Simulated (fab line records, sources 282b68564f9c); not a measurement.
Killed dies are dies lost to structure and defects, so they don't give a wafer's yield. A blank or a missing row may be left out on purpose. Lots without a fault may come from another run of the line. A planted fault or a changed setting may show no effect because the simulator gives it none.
Which tool did it? | flow rit_cmos | 14 lots, 42 wafers sampled, at 2 steps of a route of 202

WHAT THE GAUGES READ, wafer by wafer
RIT_FOX2_THK_MEAS_91. Usual: FIELD_OXIDE_LEFT_2_THK 257 nm, standard deviation 5.1.
lot  | measured    | on            | FIELD_OXIDE_LEFT_2_THK (nm) | flag
L464 | day 2 11:42 | film_metro-01 | 262 264 262                 |
L465 | day 2 16:52 | film_metro-03 | 248 248 254                 |
L466 | day 2 20:59 | film_metro-03 | 261 267 266                 |
L467 | day 3 01:52 | film_metro-01 | 257 261 261                 |
L468 | day 3 07:04 | film_metro-03 | 256 261 257                 |
L469 | day 3 10:37 | film_metro-01 | 247 256 257                 |
L470 | day 3 15:53 | film_metro-01 | 264 255 262                 |
L471 | day 3 22:26 | film_metro-01 | 254 256 252                 |
L472 | day 4 03:32 | film_metro-01 | 258 258 260                 |
L473 | day 4 09:17 | film_metro-01 | 264 258 262                 |
L474 | day 4 12:37 | film_metro-01 | 258 260 259                 |
L475 | day 4 16:55 | film_metro-04 | 257 257 252                 |
L478 | day 5 06:59 | film_metro-01 | 253 261 254                 |
L483 | day 6 08:32 | film_metro-04 | 258 254 258                 |

WHICH TOOL RAN EACH LOT (tool, then ch and the chambers of the sampled wafers, then the start)
lot  | RIT_ACTIVE_OXIDATION_01
L464 | furnace-04 ch 0, day 1 10:07
L465 | furnace-01 ch 0, day 1 15:21
L466 | furnace-04 ch 0, day 1 22:32
L467 | furnace-01 ch 0, day 2 01:07
L468 | furnace-04 ch 0, day 2 06:43
L469 | furnace-04 ch 0, day 2 12:31
L470 | furnace-03 ch 0, day 2 16:07
L471 | furnace-04 ch 0, day 2 21:53
L472 | furnace-03 ch 0, day 3 03:11
L473 | furnace-03 ch 0, day 3 07:07
L474 | furnace-03 ch 0, day 3 13:53
L475 | furnace-01 ch 0, day 3 18:16
L478 | furnace-01 ch 0, day 4 08:38
L483 | furnace-01 ch 0, day 5 09:20
- RIT_ACTIVE_OXIDATION_01: target thk 46.8 nm, ox time 3360 s.

WHAT THE TOOLS THEMSELVES READ (means of the sampled wafers that have a number; where no wafer has one, the mark that the record gives instead)
RIT_ACTIVE_OXIDATION_01. Usual: ox_temp_c 999.9 C, standard deviation 0.43; spike_tc_centre_C 1003.4 C, standard deviation 1.8; zone_power_source_pct 38.3 %, standard deviation 2.5.
lot  | tool       | ox_temp_c (C) | spike_tc_centre_C (C) | zone_power_source_pct (%) | flag
L464 | furnace-04 | 1000.1        | 1000.6                | 35.3                      |
L465 | furnace-01 | 999.7         | 1005.2                | 42.1                      |
L466 | furnace-04 | 999.9         | 1000.2                | 35.6                      |
L467 | furnace-01 | 999.8         | 1004.1                | 41.7                      |
L468 | furnace-04 | 999.7         | 999.7                 | 35.3                      |
L469 | furnace-04 | 999.6         | 1001.5                | 35.5                      |
L470 | furnace-03 | 1000.2        | 1003.1                | 37.3                      |
L471 | furnace-04 | 999.6         | 1001.5                | 35.3                      |
L472 | furnace-03 | 999.9         | 1003.3                | 37.0                      |
L473 | furnace-03 | 1000.2        | 1004.7                | 37.3                      |
L474 | furnace-03 | 999.9         | 1003.5                | 37.4                      |
L475 | furnace-01 | 1000.6        | 1004.7                | 42.1                      |
L478 | furnace-01 | 999.7         | 1003.6                | 41.6                      |
L483 | furnace-01 | 1000.0        | 1004.6                | 41.8                      |

THE ANSWER, worked out from the rows above alone
Rule: a lot is off if the mean of its wafers that have a number lies more than 3 standard deviations from the usual mean. A lot without any number at a reading at which 4 lots or more have one is off too. The other lots that the step has rows for count as sound. The gauges are gone through in route order, then the tools' own readings, and for those a lot's mean is taken as printed above. The first step at which some lot is off is used, and at that step the reading that is off furthest; a lot without a number counts as furthest.
No lot is off at any reading shown: from this, nothing can be told.

WHAT THE SIMULATOR HAD PUT IN
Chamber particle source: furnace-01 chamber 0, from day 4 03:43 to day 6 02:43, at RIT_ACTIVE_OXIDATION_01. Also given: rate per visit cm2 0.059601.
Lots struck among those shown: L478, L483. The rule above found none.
